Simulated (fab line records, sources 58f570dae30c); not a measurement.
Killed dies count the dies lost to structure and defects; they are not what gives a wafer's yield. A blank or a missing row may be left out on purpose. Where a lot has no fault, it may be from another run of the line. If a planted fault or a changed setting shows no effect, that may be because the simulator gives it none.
A single fault, viewed from 2 desks || flow berkeley-cmos170 || only its own numbers are on each desk; what lay behind them is given at the end

== THE TOOL OWNER'S DESK: litho-track-03 ==
The tool's own readings at UCB170_PVT_DEVELOP_05 (develop time 45 s): means of the sampled wafers that have a number, for each lot that ran on this tool. The brackets show how far a lot's mean lies from the usual mean; more than 4 standard deviations puts the lot out of limits, marked OUT.
Columns: A = developer-temp-C at UCB170_PVT_DEVELOP_05, usual 21.01 C
{"lot": "L163", "first seen here": "day 6 01:00", "A": 21.05}
{"lot": "L165", "first seen here": "day 6 11:00", "A": 21.01}
{"lot": "L168", "first seen here": "day 6 22:00", "A": 21.01}
{"lot": "L176", "first seen here": "day 8 10:00", "A": 20.96}
{"lot": "L184", "first seen here": "day 9 20:00", "A": "18.91 (-21) OUT"}
{"lot": "L185", "first seen here": "day 9 20:00", "A": "18.89 (-21) OUT"}
Finding of this desk: L184, L185 out of limits; the first was L184 at day 9 20:00, on developer-temp-C at UCB170_PVT_DEVELOP_05. L163, L165, L168, L176: within limits.

== FROM THE METROLOGY DESK ==
Lot by lot, what the gauges showed, no matter which tool ran the lot: averages of those sampled wafers that carry a number. The brackets show how far a lot's mean lies from the usual mean; more than 4 standard deviations puts the lot out of limits, marked OUT.
Columns: A = cd-nm at UCB170_ACTIVE_CD_MEAS_90, usual 1199.7 nm; B = NVT_TW at UCB170_NVT_TW_MEAS_09, usual 525
{"lot": "L163", "first seen here": "day 4 12:35", "A": 1197.3, "B": 524}
{"lot": "L164", "first seen here": "day 4 12:41", "A": 1197.9, "B": 522}
{"lot": "L165", "first seen here": "day 5 01:31", "A": 1199.0, "B": 528}
{"lot": "L168", "first seen here": "day 5 13:44", "A": 1199.2, "B": 524}
{"lot": "L169", "first seen here": "day 5 14:18", "A": 1197.3, "B": 523}
{"lot": "L167", "first seen here": "day 5 14:35", "A": 1200.6, "B": 529}
{"lot": "L172", "first seen here": "day 5 21:07", "A": 1203.1, "B": 534}
{"lot": "L171", "first seen here": "day 5 21:22", "A": 1199.0, "B": 521}
{"lot": "L174", "first seen here": "day 6 11:57", "A": 1200.0, "B": 522}
{"lot": "L176", "first seen here": "day 7 02:50", "A": 1201.5, "B": 518}
{"lot": "L177", "first seen here": "day 7 03:05", "A": 1198.6, "B": 522}
{"lot": "L178", "first seen here": "day 7 14:22", "A": 1202.7, "B": 525}
{"lot": "L184", "first seen here": "day 8 10:23", "A": 1198.5, "B": 535}
{"lot": "L185", "first seen here": "day 8 10:49", "A": 1200.6, "B": 532}
This desk's finding: nothing out of limits on any of the 14 lots.

== ALL TOGETHER ==
At day 9 20:00, on L184, L185, the tool owner's desk was in a position to raise an alarm.
The metrology desk saw nothing out of limits.
The metrology desk holds a record of L184, L185, inside its limits.
Of the lots named, all ran UCB170_PVT_DEVELOP_05 on litho-track-03.

== WHAT WAS PUT IN BY THE SIMULATOR ==
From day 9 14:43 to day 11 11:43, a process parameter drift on litho-track-03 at UCB170_PVT_DEVELOP_05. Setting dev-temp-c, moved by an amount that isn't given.
Shown lots that were struck: L184, L185.
Each desk's first reading out of limits, in hours after the fault started: the tool owner's desk, 5.
